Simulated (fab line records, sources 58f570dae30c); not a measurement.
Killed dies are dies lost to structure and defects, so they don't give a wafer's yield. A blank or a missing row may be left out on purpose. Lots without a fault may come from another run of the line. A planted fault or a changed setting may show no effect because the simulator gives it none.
Chamber matching | flow berkeley_cmos170 | UCB170_V2_CMP_02 on cmp-01: 4 sister chambers
The step polishes SiO2. 4 wafers are shown with their chamber, then 10 later ones without.

WAFERS WITH THEIR CHAMBER
wafer  | chamber | motor_current_A (A)
L590.5 | 2       | 17.1
L590.6 | 1       | 15.9
L595.4 | 3       | 16.0
L595.5 | 0       | 13.7

WAFERS WITHOUT THEIR CHAMBER
wafer  | motor_current_A (A)
L595.6 | 16.8
L597.1 | 16.6
L597.5 | 15.0
L597.6 | 15.4
L600.3 | 17.3
L600.4 | 14.8
L600.6 | 16.6
L605.1 | 16.7
L605.3 | 16.2
L605.4 | 14.8

WHICH CHAMBER EACH WENT THROUGH
wafer  | from the rows above               | in truth
L595.6 | can't be placed: 2 or 3 or 1      | 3
L597.1 | can't be placed: 2 or 3 or 1      | 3
L597.5 | can't be placed: 1 or 3 or 0 or 2 | 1
L597.6 | can't be placed: 1 or 3 or 0 or 2 | 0
L600.3 | can't be placed: 2 or 3 or 1      | 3
L600.4 | can't be placed: 1 or 0 or 3 or 2 | 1
L600.6 | can't be placed: 2 or 3 or 1      | 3
L605.1 | can't be placed: 2 or 3 or 1      | 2
L605.3 | can't be placed: 3 or 1 or 2      | 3
L605.4 | can't be placed: 1 or 0 or 3 or 2 | 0
Placed correctly: 0 of 10. Can't be placed from these rows: 10 (the true chamber is among the candidates in 10). Placed wrongly: 0.
How it was worked out, from the rows above alone: a wafer's distance from a chamber is the root of the sum, over the readings, of the square of ((its reading less the chamber's mean) divided by the reading's scatter). The wafer belongs to the nearest chamber; if the next one is less than 2 further off, it can't be placed. A chamber's mean is the mean of its shown wafers. The scatter: with one shown wafer a chamber, the root of the mean of the squares of how far each hidden wafer lies from its nearest shown one.
